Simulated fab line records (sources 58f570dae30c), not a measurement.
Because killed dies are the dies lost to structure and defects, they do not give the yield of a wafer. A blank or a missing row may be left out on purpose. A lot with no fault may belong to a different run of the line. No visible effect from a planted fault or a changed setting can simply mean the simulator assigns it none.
Which tool did it? + flow berkeley-cmos170 + 12 lots, 36 wafers sampled, at 2 steps of a route of 331

## WHAT EACH GAUGE READ, for each wafer
UCB170_GATE_CD_MEAS_12: the cd target is 350 nm. Usual: 349.5 nm for cd-nm, sd 1.5.
| lot  | measured     | on        | cd-nm (nm)        | flag |
|------|--------------|-----------|-------------------|------|
| L767 | day 6 13:14  | cd-sem-02 | 346.5 346.8 346.3 |      |
| L766 | day 6 13:25  | cd-sem-01 | 351.6 350.1 350.9 |      |
| L771 | day 6 19:53  | cd-sem-02 | 351.3 350.0 350.4 |      |
| L768 | day 6 19:52  | cd-sem-01 | 346.5 347.7 348.3 |      |
| L770 | day 6 20:09  | cd-sem-02 | 349.3 348.8 350.3 |      |
| L769 | day 6 20:21  | cd-sem-01 | 351.0 351.5 350.9 |      |
| L772 | day 7 08:07  | cd-sem-01 | 348.8 347.9 347.8 |      |
| L775 | day 8 06:21  | cd-sem-02 | 341.6 345.3 346.7 | OFF  |
| L780 | day 9 04:31  | cd-sem-01 | 350.2 349.8 350.5 |      |
| L784 | day 9 22:51  | cd-sem-01 | 348.1 346.9 347.9 |      |
| L788 | day 10 18:46 | cd-sem-01 | 350.2 350.6 349.0 |      |
| L787 | day 10 19:05 | cd-sem-02 | 350.8 349.4 351.2 |      |

## WHAT TOOL EACH LOT RAN ON (gives the tool, then ch and the chambers of the sampled wafers, and finally the start)
| lot  | UCB170_GATE_EXPOSE_09             |
|------|-----------------------------------|
| L767 | krf-scanner-02 ch 0, day 6 12:50  |
| L766 | krf-scanner-01 ch 0, day 6 13:02  |
| L771 | krf-scanner-02 ch 0, day 6 19:17  |
| L768 | krf-scanner-02 ch 0, day 6 19:22  |
| L770 | krf-scanner-01 ch 0, day 6 19:39  |
| L769 | krf-scanner-01 ch 0, day 6 19:46  |
| L772 | krf-scanner-02 ch 0, day 7 07:40  |
| L775 | krf-scanner-02 ch 0, day 8 05:58  |
| L780 | krf-scanner-01 ch 0, day 9 03:57  |
| L784 | krf-scanner-01 ch 0, day 9 22:27  |
| L788 | krf-scanner-01 ch 0, day 10 18:23 |
| L787 | krf-scanner-01 ch 0, day 10 18:32 |
- UCB170_GATE_EXPOSE_09: exposes mask POLY, target cd 350 nm.

## AS READ BY THE TOOLS THEMSELVES (means over the sampled wafers that have a number; for cases with no such wafer, the mark the record gives instead)
UCB170_GATE_EXPOSE_09. Usual: 20.991 for exposure-dose-mJ-cm2, sd 0.022.
| lot  | tool           | exposure-dose-mJ-cm2 | flag |
|------|----------------|----------------------|------|
| L767 | krf-scanner-02 | 20.974               |      |
| L766 | krf-scanner-01 | 21.004               |      |
| L771 | krf-scanner-02 | 20.994               |      |
| L768 | krf-scanner-02 | 20.966               |      |
| L770 | krf-scanner-01 | 21.004               |      |
| L769 | krf-scanner-01 | 21.000               |      |
| L772 | krf-scanner-02 | 21.012               |      |
| L775 | krf-scanner-02 | 20.753               | OFF  |
| L780 | krf-scanner-01 | 20.997               |      |
| L784 | krf-scanner-01 | 21.012               |      |
| L788 | krf-scanner-01 | 20.974               |      |
| L787 | krf-scanner-01 | 21.003               |      |

## THE ANSWER, worked out from the rows above alone
Rule: lot off if the mean of its wafers having a number is beyond 3 standard deviations from the usual mean. Also off: a lot with no number at a reading for which 4 or more lots have one. Any other lot the step has rows for is counted as sound. The gauges are gone through in route order, then the tools' own readings, and for those a lot's mean is taken as printed above. The first step at which some lot is off is used, and at that step the reading that is off furthest; a lot without a number counts as furthest.
Off at UCB170_GATE_CD_MEAS_12 (cd-nm): L775.
If a tool, at a process step before that reading, ran all the lots that are off and no sound lot after the first of them, it fits. The gauges at UCB170_GATE_CD_MEAS_12 aren't tried: what is off there is off at UCB170_GATE_EXPOSE_09 too, on other tools, and a gauge's error can't cause that. One fits: UCB170_GATE_EXPOSE_09 on krf-scanner-02. Its last sound lot is L772 (day 7 07:40), its first lot that is off L775 (day 8 05:58): a fault that began between those two fits.
On the lots that are off, the tool's own readings at UCB170_GATE_EXPOSE_09 differ by more than 5 times the standard deviation of the sound lots' means, which bears it out; exposure-dose-mJ-cm2 reads 20.753 there versus 20.995 on the sound lots.

## WHAT THE SIMULATOR HAD PUT IN
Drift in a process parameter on krf-scanner-02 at UCB170_GATE_EXPOSE_09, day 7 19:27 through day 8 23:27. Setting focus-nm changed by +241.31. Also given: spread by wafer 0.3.
Lots struck among those shown: L775. The rule above found the same.
